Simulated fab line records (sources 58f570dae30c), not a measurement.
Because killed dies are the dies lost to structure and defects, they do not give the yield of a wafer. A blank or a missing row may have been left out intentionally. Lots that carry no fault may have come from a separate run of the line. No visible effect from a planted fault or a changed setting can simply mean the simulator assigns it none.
Which tool was responsible? | flow berkeleyCmos170 | 14 lots, 42 wafers sampled, at 3 steps of a route of 331

## WHAT THE GAUGES SHOWED, per wafer
UCB170_NLDD_TW_MEAS_11.
lot  | measured     | on           | NLDD_TW
L846 | day 6 20:13  | filmMetro-01 | 2228 2234 2233
L842 | day 6 20:41  | filmMetro-03 | 2208 2213 2191
L845 | day 6 21:03  | filmMetro-04 | 2226 2221 2218
L848 | day 7 16:45  | filmMetro-01 | 2224 2232 2246
L851 | day 8 07:46  | filmMetro-01 | 2210 2214 2212
L850 | day 8 08:01  | filmMetro-04 | 2209 2219 2201
L849 | day 8 08:49  | filmMetro-04 | 2220 2208 2198
L852 | day 8 08:56  | filmMetro-01 | 2219 2225 2212
L853 | day 8 10:41  | filmMetro-03 | 2422 2429 2430 2422 2436 2437
L854 | day 9 00:54  | filmMetro-03 | 2172 2192 2193
L858 | day 9 15:21  | filmMetro-03 | 2183 2195 2196
L862 | day 10 04:54 | filmMetro-01 | 2489 2476 2472 2480 2478 2471
L864 | day 11 01:32 | filmMetro-01 | 2227 2236 2232
L865 | day 11 14:28 | filmMetro-03 | 2203 2203 2206

UCB170_SDANNEAL_RS_MEAS_05: a four-point-probe measurement.
lot  | measured     | on           | NLDD_RS (ohm/sq)
L846 | day 7 05:20  | filmMetro-04 | 616.3 616.6 617.6
L842 | day 7 05:22  | filmMetro-01 | 615.6 614.9 616.7
L845 | day 7 05:50  | filmMetro-01 | 616.7 619.2 619.2
L848 | day 8 01:11  | filmMetro-03 | 617.4 617.9 617.1
L851 | day 8 22:38  | filmMetro-03 | 616.6 617.5 619.0
L850 | day 8 22:55  | filmMetro-01 | 619.9 619.8 619.9
L849 | day 8 23:10  | filmMetro-03 | 614.0 614.1 616.3
L852 | day 9 00:26  | filmMetro-01 | 619.3 619.4 620.4
L853 | day 8 23:40  | filmMetro-01 | 467.0 464.9 464.2 465.4 463.5 464.5
L854 | day 10 01:30 | filmMetro-04 | 616.9 617.1 614.4
L858 | day 10 02:58 | filmMetro-04 | 616.4 618.6 615.6
L862 | day 10 14:38 | filmMetro-03 | 464.9 465.3 465.4 465.7 464.9 465.2
L864 | day 11 13:18 | filmMetro-04 | 618.2 617.3 615.1
L865 | day 12 01:41 | filmMetro-03 | 617.6 615.2 616.5

## WHAT TOOL EACH LOT RAN ON (gives the tool, then ch and the chambers of the sampled wafers, and finally the start)
lot  | UCB170_NLDD_IMPLANT_09
L846 | implanter-04 ch 0, day 6 19:58
L842 | implanter-03 ch 0, day 6 20:28
L845 | implanter-03 ch 0, day 6 20:49
L848 | implanter-03 ch 0, day 7 16:30
L851 | implanter-03 ch 0, day 8 07:31
L850 | implanter-01 ch 0, day 8 07:49
L849 | implanter-03 ch 0, day 8 08:34
L852 | implanter-01 ch 0, day 8 08:41
L853 | implanter-03 ch 0, day 8 10:08
L854 | implanter-03 ch 0, day 9 00:39
L858 | implanter-03 ch 0, day 9 15:07
L862 | implanter-03 ch 0, day 10 04:21
L864 | implanter-01 ch 0, day 11 01:17
L865 | implanter-04 ch 0, day 11 14:14
- UCB170_NLDD_IMPLANT_09

## AS READ BY THE TOOLS THEMSELVES (means over the sampled wafers that have a number; for cases with no such wafer, the mark the record gives instead)
UCB170_NLDD_IMPLANT_09.
lot  | tool         | beamOnS (s)
L846 | implanter-04 | 10.03
L842 | implanter-03 | 9.87
L845 | implanter-03 | 10.06
L848 | implanter-03 | 10.11
L851 | implanter-03 | 9.98
L850 | implanter-01 | 9.89
L849 | implanter-03 | 10.00
L852 | implanter-01 | 9.96
L853 | implanter-03 | 10.03
L854 | implanter-03 | 10.02
L858 | implanter-03 | 9.97
L862 | implanter-03 | 9.89
L864 | implanter-01 | 10.04
L865 | implanter-04 | 10.10

## THE ANSWER, worked out from the rows above alone
Rule: usual is defined by the lots themselves. Put in order of their means at a reading, lots are off if they are a third of the lots or fewer, leave a main group of 4 or more, and stand apart from it by a gap of 3 or more times the standard deviation of the main group's means; of several such gaps the widest counts. A main group whose means are all the same, to the digits that the tables above print for the reading, isn't used. A lot without any number at a reading at which 4 lots or more have one is off too. Any other lot the step has rows for is counted as sound. After the gauges, taken in route order, come the tools' own readings; for these a lot's mean is taken, as printed above. The first step at which some lot is off is used, and at that step the reading that is off furthest; a lot without a number counts as furthest.
Off: at UCB170_NLDD_TW_MEAS_11 (NLDD_TW), L853, L862. The main group has a mean of 2213 with a standard deviation of 15.
A tool fits if, at a process step before that reading, it ran every lot that is off, and no sound lot after the first of them. Gauges at UCB170_NLDD_TW_MEAS_11: tried the same way as those tools. No candidate that was tried fits.

## WHAT HAD BEEN PUT IN BY THE SIMULATOR
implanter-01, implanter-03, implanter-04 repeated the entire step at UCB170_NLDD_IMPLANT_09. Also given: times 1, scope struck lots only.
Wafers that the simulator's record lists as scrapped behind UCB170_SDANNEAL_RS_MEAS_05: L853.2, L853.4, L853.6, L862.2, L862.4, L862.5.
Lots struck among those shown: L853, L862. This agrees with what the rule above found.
